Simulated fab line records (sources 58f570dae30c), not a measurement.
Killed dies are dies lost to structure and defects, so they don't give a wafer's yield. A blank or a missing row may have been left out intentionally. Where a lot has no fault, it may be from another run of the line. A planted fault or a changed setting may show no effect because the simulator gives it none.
fab line records	flow berkeleyCmos170
record: lots: 5	wafers: 23
route steps=331 shown NSD@195 SDANNEAL@204 PSD@206 M1@238 V1@268 M2@289 V2@294 M3@310
startH: the number of hours between the record's first day and the start of the first shown wafer of the lot	waitH: hours from the lot's prior step to this one	" repeats the value in the row above	L1.1+2: a single row standing in for several wafers	- no value present, or no start provided	* or withheld: withheld	< > ~ a bound
route shown NAME@n: NAME is a module with steps in the file, n the number in the route of the first one	usual: mean/standard deviation of fault-free wafers	same: alike in all rows	chamber/n: place in a boat	sites: per-site readings	_std_site: the standard deviation of these	_edge_site: inner sites' mean taken away from outer sites' mean	radiusMm: how far each site lies from the wafer's centre	mask NAME#n: copy n	behind: tool/chamber where the wafer was last shaped	hold: the reason the lot was held/the length of the hold in hours/how it ended	device: the transistor (n, p or np) that didn't switch	end of line: the tests these same wafers got at the end of their route	for a step that has no rows: nothing shown but its recipe	killed: at the first sort, the dies lost to defects and structure; wafer yield is something else	map: a wafer's dies, x killed, . not, _ none there
set.NAME: the setting the step ran with; set.NAME@STEP: the setting that earlier step ran with	model.NAME: the simulator's own value behind a step, which no gauge read
one table per step and one row per wafer, for lots whose settings were changed on purpose
== steps ==
step: UCB170_NSD_IMPLANT_08
recipe: species: P	doseCm2: 3e+15	energyKev: 40	tiltDeg: 7
lot.wafer	tool	chamber	startH	waitH	set.tiltDeg
L074.4+5+6	implanter-04	0	129.04	0.1	7
L077.1+3	implanter-04	0	135.49	0.0	7.952
L077.2+4+6	"	0	"	"	7
L078.2+5+6	implanter-03	0	145.19	0.0	7.504
L078.3+4	"	0	"	"	7
L079.1+4+6	implanter-02	0	145.44	0.0	7
L079.2+3	"	0	"	"	6.144
L082.2+3+5	implanter-02	0	163.62	0.0	6.236
L082.4+6	"	0	"	"	7
step: UCB170_NSD_STRIP_09
recipe: chemistry: O2	powerW: 400	pressureMtorr: 3500	platenTempC: withheld	o2FlowSccm: 400	overashFraction: 0.5
usual: stripTimeToEndpointS: 35.85/0.079
lot.wafer	tool	chamber	startH	waitH	set.resistThkNm@NSD_COAT_01	stripTimeToEndpointS
L074.4	plasmaAsher-02	1	129.15	0.1	900	35.85
L074.5	"	1	"	"	900	35.78
L074.6	"	0	"	"	900	35.88
L077.1	plasmaAsher-04	0	135.64	0.1	900	35.74
L077.2	"	1	"	"	914.2	36.01
L077.3	"	0	"	"	900	35.70
L077.4	"	1	"	"	914.2	36.09
L077.6	"	1	"	"	900	35.73
L078.2	plasmaAsher-01	1	145.32	0.1	900	35.98
L078.3	"	1	"	"	900	35.93
L078.4	"	0	"	"	900	35.97
L078.5	"	1	"	"	900	36.01
L078.6	"	0	"	"	900	36.03
L079.1	plasmaAsher-02	1	145.59	0.1	926	36.54
L079.2	"	0	"	"	926	36.39
L079.3	"	0	"	"	900	35.82
L079.4	"	1	"	"	900	35.85
L079.6	"	0	"	"	926	36.55
L082.2	plasmaAsher-01	1	163.75	0.1	900	35.87
L082.3	"	1	"	"	943.1	36.87
L082.4	"	0	"	"	943.1	36.95
L082.5	"	0	"	"	943.1	36.91
L082.6	"	1	"	"	900	35.94
step: UCB170_NSD_CLEAN_11
recipe: chemistry: SPM	tempC: 120	timeS: 600
step: UCB170_SDANNEAL_RTA_00
recipe: tempC: 900	timeS: 10	ambient: N2
step: UCB170_SDANNEAL_RTA_01
recipe: tempC: 1050	timeS: 5	ambient: N2
step: UCB170_SDANNEAL_RS_MEAS_02
recipe: thkMeasGauge: four-point-probe
usual: PSD_RS: 75.77/0.29
lot.wafer	tool	chamber	startH	waitH	set.doseCm2@PSD_IMPLANT_08	PSD_RS[ohm/sq]
L074.4	filmMetro-03	-	130.42	0.1	3e+15	76.12
L074.5	"	-	"	"	3e+15	76.46
L074.6	"	-	"	"	3e+15	76.61
L077.1	filmMetro-04	-	137.30	0.0	3.12e+15	72.98
L077.2	"	-	"	"	3e+15	75.69
L077.3	"	-	"	"	3e+15	75.48
L077.4	"	-	"	"	3.12e+15	73.51
L077.6	"	-	"	"	3e+15	75.47
L078.2	filmMetro-01	-	146.90	0.1	3e+15	76.11
L078.3	"	-	"	"	2.81e+15	79.81
L078.4	"	-	"	"	3e+15	76.28
L078.5	"	-	"	"	3e+15	76.01
L078.6	"	-	"	"	2.81e+15	79.87
L079.1	filmMetro-04	-	147.14	0.0	3e+15	75.25
L079.2	"	-	"	"	3e+15	75.69
L079.3	"	-	"	"	3e+15	75.49
L079.4	"	-	"	"	3e+15	75.66
L079.6	"	-	"	"	3e+15	75.77
L082.2	filmMetro-01	-	164.98	0.1	3e+15	75.69
L082.3	"	-	"	"	3e+15	75.75
L082.4	"	-	"	"	3e+15	75.98
L082.5	"	-	"	"	3e+15	75.54
L082.6	"	-	"	"	3e+15	75.54
step: UCB170_M1_SPUTTER_00
recipe: material: Al	targetThkNm: 600	timeS: 80	powerW: 6000	chamberPressurePa: 0.5
lot.wafer	tool	chamber	startH	waitH	set.powerW	model.Al_of_M1_SPUTTER_00.thkNm
L074.4	pvdSputter-01	-	138.14	0.0	6000	601.8
L074.5	"	-	"	"	6000	606
L074.6	"	-	"	"	6000	604.6
L077.1	pvdSputter-04	-	144.03	0.0	6000	602
L077.2	"	-	"	"	6416	638.6
L077.3	"	-	"	"	6000	603.3
L077.4	"	-	"	"	6416	647.1
L077.6	"	-	"	"	6000	606.4
L078.2	pvdSputter-02	-	152.24	0.0	6000	610.9
L078.3	"	-	"	"	6000	600.2
L078.4	"	-	"	"	5694	570.1
L078.5	"	-	"	"	5694	571.2
L078.6	"	-	"	"	6000	600.7
L079.1	pvdSputter-04	-	154.44	0.0	5661	565.8
L079.2	"	-	"	"	6000	592.7
L079.3	"	-	"	"	5661	569.2
L079.4	"	-	"	"	6000	601.7
L079.6	"	-	"	"	5661	566.5
L082.2	pvdSputter-04	-	170.46	0.0	6493	651.2
L082.3	"	-	"	"	6493	649.3
L082.4	"	-	"	"	6493	645.7
L082.5	"	-	"	"	6000	594.6
L082.6	"	-	"	"	6000	595.1
step: UCB170_M1_RS_MEAS_01
recipe: thkMeasGauge: four-point-probe	reads: Al_of_M1_SPUTTER_00
usual: M1_AL_RS: 0.0484/0.00044
lot.wafer	tool	chamber	startH	waitH	set.powerW@M1_SPUTTER_00	M1_AL_RS[ohm/sq]
L074.4	filmMetro-04	-	138.26	0.1	6000	0.0484
L074.5	"	-	"	"	6000	0.0481
L074.6	"	-	"	"	6000	0.0482
L077.1	filmMetro-01	-	144.09	0.0	6000	0.0484
L077.2	"	-	"	"	6416	0.0455
L077.3	"	-	"	"	6000	0.0482
L077.4	"	-	"	"	6416	0.0448
L077.6	"	-	"	"	6000	0.0480
L078.2	filmMetro-01	-	152.33	0.1	6000	0.0476
L078.3	"	-	"	"	6000	0.0485
L078.4	"	-	"	"	5694	0.0511
L078.5	"	-	"	"	5694	0.0510
L078.6	"	-	"	"	6000	0.0484
L079.1	filmMetro-03	-	154.50	0.0	5661	0.0516
L079.2	"	-	"	"	6000	0.0492
L079.3	"	-	"	"	5661	0.0513
L079.4	"	-	"	"	6000	0.0485
L079.6	"	-	"	"	5661	0.0515
L082.2	filmMetro-03	-	170.59	0.1	6493	0.0447
L082.3	"	-	"	"	6493	0.0448
L082.4	"	-	"	"	6493	0.0451
L082.5	"	-	"	"	6000	0.0491
L082.6	"	-	"	"	6000	0.0491
step: UCB170_M1_THK_MEAS_02
recipe: thkMeasGauge: xrf	reads: Al_of_M1_SPUTTER_00
usual: M1_AL_THK: 612/6.2
lot.wafer	tool	chamber	startH	waitH	set.powerW@M1_SPUTTER_00	M1_AL_THK[nm]
L074.4	filmMetro-04	-	138.35	0.1	6000	608
L074.5	"	-	"	"	6000	619
L074.6	"	-	"	"	6000	613
L077.1	filmMetro-01	-	144.21	0.1	6000	610
L077.2	"	-	"	"	6416	650
L077.3	"	-	"	"	6000	615
L077.4	"	-	"	"	6416	661
L077.6	"	-	"	"	6000	616
L078.2	filmMetro-01	-	152.44	0.1	6000	622
L078.3	"	-	"	"	6000	608
L078.4	"	-	"	"	5694	581
L078.5	"	-	"	"	5694	583
L078.6	"	-	"	"	6000	611
L079.1	filmMetro-03	-	154.62	0.1	5661	571
L079.2	"	-	"	"	6000	599
L079.3	"	-	"	"	5661	575
L079.4	"	-	"	"	6000	610
L079.6	"	-	"	"	5661	575
L082.2	filmMetro-03	-	170.70	0.1	6493	664
L082.3	"	-	"	"	6493	664
L082.4	"	-	"	"	6493	659
L082.5	"	-	"	"	6000	606
L082.6	"	-	"	"	6000	604
step: UCB170_V1_ETCH_14
recipe: chemistry: CHF3/CF4/Ar	target: SiO2	stopOn: Al	CHF3_flow_sccm: 45	cf4FlowSccm: 15	Ar_flow_sccm: 150	pressureMtorr: 200	rfW: 700	targetDepthA: 12500	overEtchFrac: 0.25	timeS: 291
lot.wafer	tool	chamber	startH	waitH	set.rfW
L074.4+5+6	rieDiel-03	1,0,1	147.46	0.0	700
L077.1+3+4	rieDiel-02	1,0,3	154.15	0.0	700
L077.2+6	"	2,3	"	"	636.5
L078.2+4+6	rieDiel-03	0,1,0	163.10	0.0	700
L078.3+5	"	3,1	"	"	736.5
L079.1+2+3	rieDiel-02	1,0,3	163.48	0.0	781.2
L079.4+6	"	2,0	"	"	700
L082.2+4	rieDiel-02	2,3	180.22	0.0	752.2
L082.3+5+6	"	1,2,3	"	"	700
step: UCB170_V1_STRIP_15
recipe: chemistry: O2	powerW: 400	pressureMtorr: 3500	platenTempC: withheld	o2FlowSccm: 400	overashFraction: 0.5
usual: stripTimeToEndpointS: 15.34/0.11
lot.wafer	tool	chamber	startH	waitH	set.rfW@V1_ETCH_14	stripTimeToEndpointS
L074.4	plasmaAsher-04	0	147.67	0.1	700	15.26
L074.5	"	0	"	"	700	15.40
L074.6	"	1	"	"	700	15.11
L077.1	plasmaAsher-04	0	154.33	0.1	700	15.22
L077.2	"	1	"	"	636.5	15.54
L077.3	"	0	"	"	700	15.12
L077.4	"	1	"	"	700	15.27
L077.6	"	0	"	"	636.5	15.50
L078.2	plasmaAsher-02	0	163.28	0.1	700	15.54
L078.3	"	0	"	"	736.5	15.25
L078.4	"	1	"	"	700	15.26
L078.5	"	1	"	"	736.5	15.08
L078.6	"	0	"	"	700	15.35
L079.1	plasmaAsher-02	0	163.66	0.1	781.2	14.89
L079.2	"	1	"	"	781.2	14.88
L079.3	"	0	"	"	781.2	14.95
L079.4	"	1	"	"	700	15.35
L079.6	"	1	"	"	700	15.23
L082.2	plasmaAsher-02	1	180.40	0.1	752.2	15.18
L082.3	"	1	"	"	700	15.34
L082.4	"	0	"	"	752.2	15.19
L082.5	"	0	"	"	700	15.35
L082.6	"	1	"	"	700	15.37
step: UCB170_M2_METAL_ETCH_18
recipe: chemistry: Cl2/BCl3	target: Al	stopOn: SiO2	pressureMtorr: 12	targetDepthA: 11700	overEtchFrac: 0.3	timeS: 195	icpW: 600	biasW: 120	Cl2_flow_sccm: 90	bcl3FlowSccm: 45
lot.wafer	tool	chamber	startH	waitH	set.timeS	model.KrF_of_M2_COAT_10.thkNm
L074.4	rieMetal-04	0	150.42	-	195	221.9
L074.5	"	1	"	"	195	216.7
L074.6	"	0	"	"	195	224.2
L077.1	rieMetal-02	0	157.19	-	195	229
L077.2	"	1	"	"	195	205.6
L077.3	"	1	"	"	195	206.4
L077.4	"	0	"	"	195	229.8
L077.6	"	0	"	"	195	232
L078.2	rieMetal-02	1	166.20	-	180.2	252.9
L078.3	"	1	"	"	195	207.1
L078.4	"	0	"	"	180.2	273.5
L078.5	"	1	"	"	180.2	254.8
L078.6	"	0	"	"	195	220.3
L079.1	rieMetal-04	1	166.45	-	195	215.3
L079.2	"	0	"	"	205.9	185.6
L079.3	"	0	"	"	205.9	188.8
L079.4	"	1	"	"	205.9	177.3
L079.6	"	1	"	"	195	222.2
L082.2	rieMetal-04	0	183.11	-	195	237.5
L082.3	"	0	"	"	195	234.9
L082.4	"	0	"	"	207.4	196.9
L082.5	"	0	"	"	195	242.9
L082.6	"	0	"	"	207.4	191.3
step: UCB170_M2_STRIP_19
recipe: chemistry: O2	powerW: 400	pressureMtorr: 3500	platenTempC: withheld	o2FlowSccm: 400	overashFraction: 0.5
usual: oesProductAu: 0.550/0.017
lot.wafer	tool	chamber	startH	waitH	set.timeS@M2_METAL_ETCH_18	oesProductAu
L074.4	plasmaAsher-04	0	150.57	0.1	195	0.549
L074.5	"	1	"	"	195	0.538
L074.6	"	0	"	"	195	0.548
L077.1	plasmaAsher-03	0	157.38	0.1	195	0.561
L077.2	"	1	"	"	195	0.535
L077.3	"	0	"	"	195	0.540
L077.4	"	1	"	"	195	0.556
L077.6	"	0	"	"	195	0.557
L078.2	plasmaAsher-04	1	166.39	0.1	180.2	0.585
L078.3	"	1	"	"	195	0.535
L078.4	"	0	"	"	180.2	0.603
L078.5	"	1	"	"	180.2	0.592
L078.6	"	0	"	"	195	0.550
L079.1	plasmaAsher-01	0	166.64	0.1	195	0.547
L079.2	"	1	"	"	205.9	0.519
L079.3	"	1	"	"	205.9	0.515
L079.4	"	0	"	"	205.9	0.508
L079.6	"	1	"	"	195	0.554
L082.2	plasmaAsher-01	1	183.42	0.2	195	0.569
L082.3	"	1	"	"	195	0.567
L082.4	"	0	"	"	207.4	0.529
L082.5	"	1	"	"	195	0.575
L082.6	"	0	"	"	207.4	0.519
step: UCB170_V2_CMP_02
recipe: material: SiO2	downForcePsi: 6	platenRpm: 60	padVelocityMS: 0.75398
lot.wafer	tool	chamber	startH	waitH	set.leaveAboveRefNm	model.SiO2_of_V2_CVD_00.thkNm
L074.4	cmp-02	3	151.03	0.1	1000	999.5
L074.5	"	2	"	"	1000	1001
L074.6	"	3	"	"	1000	1000
L077.2	cmp-01	0	157.82	0.0	1000	1003
L077.1+4+6	"	1,2,0	"	"	1000	-
L077.3	"	3	"	"	1000	998.7
L078.4	cmp-01	0	166.82	0.0	1000	1002
L078.2	"	1	"	"	1000	998.9
L078.3	"	3	"	"	1000	1001
L078.5	"	0	"	"	965.9	967.8
L078.6	"	1	"	"	965.9	965.9
L079.2+4+6	cmp-02	3,1,3	167.08	0.0	1000	-
L079.1	"	0	"	"	1000	1002
L079.3	"	2	"	"	1000	999.6
L082.3	cmp-02	3	183.93	0.0	1000	999.5
L082.2	"	0	"	"	1000	-
L082.4	"	2	"	"	958.5	958
L082.5+6	"	3,0	"	"	958.5	-
step: UCB170_V2_THK_MEAS_04
recipe: reads: SiO2_of_V2_CVD_00
usual: V2_POLISHED_THK: 999.8/1.5
lot.wafer	tool	chamber	startH	waitH	set.leaveAboveRefNm@V2_CMP_02	V2_POLISHED_THK[nm]
L074.4	filmMetro-02	-	151.43	0.1	1000	998.4
L074.5	"	-	"	"	1000	999.4
L074.6	"	-	"	"	1000	1000.2
L077.1	filmMetro-04	-	158.24	0.1	1000	999.0
L077.2	"	-	"	"	1000	1002.7
L077.3	"	-	"	"	1000	998.7
L077.4	"	-	"	"	1000	1000.4
L077.6	"	-	"	"	1000	1000.5
L078.2	filmMetro-02	-	167.25	0.1	1000	998.5
L078.3	"	-	"	"	1000	1000.7
L078.4	"	-	"	"	1000	1002.1
L078.5	"	-	"	"	965.9	968.3
L078.6	"	-	"	"	965.9	965.5
L079.1	filmMetro-01	-	167.50	0.1	1000	1001.9
L079.2	"	-	"	"	1000	1000.3
L079.3	"	-	"	"	1000	999.3
L079.4	"	-	"	"	1000	998.8
L079.6	"	-	"	"	1000	1000.1
L082.2	filmMetro-02	-	184.36	0.1	1000	1002.8
L082.3	"	-	"	"	1000	999.5
L082.4	"	-	"	"	958.5	958.4
L082.5	"	-	"	"	958.5	957.2
L082.6	"	-	"	"	958.5	958.7
step: UCB170_V2_CLEAN_05
recipe: chemistry: DIW
step: UCB170_V2_HMDS_06
recipe: primeTimeS: 60	primeTempC: 100
step: UCB170_V2_ETCH_14
recipe: chemistry: CHF3/CF4/Ar	target: SiO2	stopOn: Al	CHF3_flow_sccm: 45	cf4FlowSccm: 15	Ar_flow_sccm: 150	pressureMtorr: 200	rfW: 700	targetDepthA: 12500	overEtchFrac: 0.25	timeS: 291
lot.wafer	tool	chamber	startH	waitH	set.leaveAboveRefNm@V2_CMP_02	model.V2.featureDepthNm
L074.4	rieDiel-03	2	152.96	0.0	1000	999.5
L074.5	"	1	"	"	1000	1001
L074.6	"	0	"	"	1000	1000
L077.1	rieDiel-04	0	159.49	0.0	1000	998.9
L077.2	"	1	"	"	1000	1003
L077.3	"	3	"	"	1000	998.7
L077.4	"	2	"	"	1000	1000
L077.6	"	0	"	"	1000	1001
L078.2	rieDiel-01	1	168.61	0.0	1000	998.9
L078.3	"	2	"	"	1000	1001
L078.4	"	0	"	"	1000	1002
L078.5	"	1	"	"	965.9	967.8
L078.6	"	2	"	"	965.9	965.9
L079.1	rieDiel-03	0	168.73	0.0	1000	1002
L079.2+6	"	2,1	"	"	1000	1000
L079.3+4	"	3,1	"	"	1000	999.6
L082.2	rieDiel-01	0	186.06	0.0	1000	1002
L082.3	"	2	"	"	1000	999.5
L082.4	"	3	"	"	958.5	958
L082.5	"	3	"	"	958.5	957.1
L082.6	"	2	"	"	958.5	959.5
step: UCB170_M3_SPUTTER_01
recipe: material: Al	targetThkNm: 900	timeS: 120	powerW: 6000	chamberPressurePa: 0.5
lot.wafer	tool	chamber	startH	waitH	set.timeS	model.Al_of_M3_SPUTTER_01.thkNm
L074.4	pvdSputter-01	-	153.43	0.0	120	900.1
L074.5	"	-	"	"	120	906.6
L074.6	"	-	"	"	120	901
L077.1	pvdSputter-03	-	159.95	0.0	103	756.4
L077.2	"	-	"	"	120	896.8
L077.3	"	-	"	"	120	892.1
L077.4	"	-	"	"	103	773.7
L077.6	"	-	"	"	103	768.5
L078.2	pvdSputter-02	-	169.08	0.0	120	905.3
L078.3	"	-	"	"	120	905.2
L078.4	"	-	"	"	120	901.2
L078.5	"	-	"	"	120	909.9
L078.6	"	-	"	"	120	904.7
L079.1	pvdSputter-03	-	169.20	0.0	120	899.2
L079.2	"	-	"	"	107.4	797.4
L079.3	"	-	"	"	120	894.6
L079.4	"	-	"	"	107.4	778.7
L079.6	"	-	"	"	107.4	797.1
L082.2	pvdSputter-02	-	186.57	0.0	134.6	1020
L082.3	"	-	"	"	120	902.4
L082.4	"	-	"	"	120	913.1
L082.5	"	-	"	"	134.6	1012
L082.6	"	-	"	"	134.6	1016
step: UCB170_M3_RS_MEAS_02
recipe: thkMeasGauge: four-point-probe	reads: Al_of_M3_SPUTTER_01
usual: M3_AL_RS: 0.0322/0.0003
lot.wafer	tool	chamber	startH	waitH	set.timeS@M3_SPUTTER_01	M3_AL_RS[ohm/sq]
L074.4	filmMetro-03	-	153.57	0.1	120	0.0322
L074.5	"	-	"	"	120	0.0320
L074.6	"	-	"	"	120	0.0321
L077.1	filmMetro-01	-	160.03	0.0	103	0.0383
L077.2	"	-	"	"	120	0.0322
L077.3	"	-	"	"	120	0.0324
L077.4	"	-	"	"	103	0.0374
L077.6	"	-	"	"	103	0.0376
L078.2	filmMetro-01	-	169.18	0.1	120	0.0319
L078.3	"	-	"	"	120	0.0319
L078.4	"	-	"	"	120	0.0321
L078.5	"	-	"	"	120	0.0318
L078.6	"	-	"	"	120	0.0320
L079.1	filmMetro-03	-	169.28	0.0	120	0.0322
L079.2	"	-	"	"	107.4	0.0364
L079.3	"	-	"	"	120	0.0323
L079.4	"	-	"	"	107.4	0.0373
L079.6	"	-	"	"	107.4	0.0364
L082.2	filmMetro-01	-	186.67	0.1	134.6	0.0283
L082.3	"	-	"	"	120	0.0321
L082.4	"	-	"	"	120	0.0316
L082.5	"	-	"	"	134.6	0.0285
L082.6	"	-	"	"	134.6	0.0284
step: UCB170_M3_THK_MEAS_03
recipe: thkMeasGauge: xrf	reads: Al_of_M3_SPUTTER_01
usual: M3_AL_THK: 917/9
lot.wafer	tool	chamber	startH	waitH	set.timeS@M3_SPUTTER_01	M3_AL_THK[nm]
L074.4	filmMetro-03	-	153.66	0.1	120	912
L074.5	"	-	"	"	120	915
L074.6	"	-	"	"	120	911
L077.1	filmMetro-01	-	160.15	0.1	103	770
L077.2	"	-	"	"	120	913
L077.3	"	-	"	"	120	906
L077.4	"	-	"	"	103	790
L077.6	"	-	"	"	103	786
L078.2	filmMetro-01	-	169.29	0.1	120	924
L078.3	"	-	"	"	120	928
L078.4	"	-	"	"	120	918
L078.5	"	-	"	"	120	929
L078.6	"	-	"	"	120	926
L079.1	filmMetro-03	-	169.40	0.1	120	915
L079.2	"	-	"	"	107.4	813
L079.3	"	-	"	"	120	915
L079.4	"	-	"	"	107.4	797
L079.6	"	-	"	"	107.4	807
L082.2	filmMetro-01	-	186.78	0.1	134.6	1040
L082.3	"	-	"	"	120	922
L082.4	"	-	"	"	120	933
L082.5	"	-	"	"	134.6	1036
L082.6	"	-	"	"	134.6	1040
step: UCB170_M3_SOFTBAKE_11
recipe: resist: KrF	tempC: 130	timeS: 60
lot.wafer	tool	chamber	startH	waitH	set.tempC
L074.4+5+6	lithoTrack-04	0	-	-	130
L077.1+6	lithoTrack-01	0	-	-	130
L077.2+3+4	"	0	"	"	128.5
L078.2+5+6	lithoTrack-02	0	-	-	130
L078.3+4	"	0	"	"	132.7
L079.1+2+3+4+6	lithoTrack-04	0	-	-	130
L082.2+3+4	lithoTrack-02	0	-	-	132.4
L082.5+6	"	0	"	"	130
step: UCB170_M3_EXPOSE_12
recipe: maskId: METAL3	targetCdNm: 700	na: 0.5	sigmaOuter: 0.6	sourceShape: conventional	doseMj: 26
step: UCB170_M3_PEB_13
recipe: pebTempC: 130	pebTimeS: withheld	resist: KrF
step: UCB170_M3_ETCH_17
recipe: chemistry: N2/H2	targetDepthA: withheld	overetchA: withheld	target: BARC	timeS: withheld	sourceW: 500	biasW: 100	pressureMtorr: 30	n2FlowSccm: 100	h2FlowSccm: 200
step: UCB170_M3_METAL_ETCH_18
recipe: chemistry: Cl2/BCl3	target: Al	stopOn: SiO2	pressureMtorr: 12	targetDepthA: 11700	overEtchFrac: 0.3	timeS: 195	icpW: 600	biasW: 120	Cl2_flow_sccm: 90	bcl3FlowSccm: 45
usual: oesProductAu: 0.849/0.015
lot.wafer	tool	chamber	startH	waitH	set.timeS@M3_SPUTTER_01	oesProductAu
L074.4	rieMetal-03	1	156.53	-	120	0.833
L074.5	"	1	"	"	120	0.836
L074.6	"	0	"	"	120	0.878
L077.1	rieMetal-01	1	163.91	-	103	0.780
L077.2	"	0	"	"	120	0.866
L077.3	"	0	"	"	120	0.861
L077.4	"	1	"	"	103	0.787
L077.6	"	1	"	"	103	0.780
L078.2	rieMetal-03	1	171.35	-	120	0.842
L078.3	"	1	"	"	120	0.840
L078.4	"	1	"	"	120	0.835
L078.5	"	1	"	"	120	0.847
L078.6	"	1	"	"	120	0.844
L079.1	rieMetal-02	1	171.68	-	120	0.860
L079.2	"	0	"	"	107.4	0.783
L079.3	"	0	"	"	120	0.836
L079.4	"	1	"	"	107.4	0.782
L079.6	"	1	"	"	107.4	0.793
L082.2	rieMetal-02	0	188.91	-	134.6	0.902
L082.3	"	0	"	"	120	0.839
L082.4	"	1	"	"	120	0.861
L082.5	"	1	"	"	134.6	0.910
L082.6	"	0	"	"	134.6	0.903
== key ==
split: step: UCB170_NSD_IMPLANT_08	setting: tiltDeg	stated: 7	by: wafer
response none clear
split: step: UCB170_M1_SPUTTER_00	setting: powerW	stated: 6000	by: wafer
response: step: UCB170_M1_SPUTTER_00	reading: model.Al_of_M1_SPUTTER_00.thkNm	change: +6.06	per: 1%	r: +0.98
response: step: UCB170_M1_RS_MEAS_01	reading: M1_AL_RS	change: -0.00049	per: 1%	r: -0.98
response: step: UCB170_M1_THK_MEAS_02	reading: M1_AL_THK	change: +6.31	per: 1%	r: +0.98
split: step: UCB170_V1_ETCH_14	setting: rfW	stated: 700	by: wafer
response: step: UCB170_V1_STRIP_15	reading: stripTimeToEndpointS	change: *	per: 1%	r: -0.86
split: step: UCB170_M2_METAL_ETCH_18	setting: timeS	stated: 195	by: wafer
response: step: UCB170_M2_METAL_ETCH_18	reading: model.KrF_of_M2_COAT_10.thkNm	change: -6.43	per: 1%	r: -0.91
response: step: UCB170_M2_STRIP_19	reading: oesProductAu	change: -0.00685	per: 1%	r: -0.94
split: step: UCB170_V2_CMP_02	setting: leaveAboveRefNm	stated: 1000	by: wafer
response: step: UCB170_V2_CMP_02	reading: model.SiO2_of_V2_CVD_00.thkNm	change: +9.95	per: 1%	r: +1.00
response: step: UCB170_V2_THK_MEAS_04	reading: V2_POLISHED_THK	change: +10.2	per: 1%	r: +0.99
response: step: UCB170_V2_ETCH_14	reading: model.V2.featureDepthNm	change: +10.1	per: 1%	r: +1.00
split: step: UCB170_M3_SPUTTER_01	setting: timeS	stated: 120	by: wafer
response: step: UCB170_M3_SPUTTER_01	reading: model.Al_of_M3_SPUTTER_01.thkNm	change: +9.24	per: 1%	r: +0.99
response: step: UCB170_M3_RS_MEAS_02	reading: M3_AL_RS	change: -0.00036	per: 1%	r: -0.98
response: step: UCB170_M3_THK_MEAS_03	reading: M3_AL_THK	change: +9.38	per: 1%	r: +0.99
response: step: UCB170_M3_METAL_ETCH_18	reading: oesProductAu	change: +0.00539	per: 1%	r: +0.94
split: step: UCB170_M3_SOFTBAKE_11	setting: tempC	stated: 130	by: wafer
response none clear
split outsideThisFile step=UCB170_PSD_IMPLANT_08 setting=doseCm2
split outsideThisFile step=UCB170_NSD_COAT_01 setting=resistThkNm
split outsideThisFile: this setting was split too, and the file shows its column; the key of that split is in another file
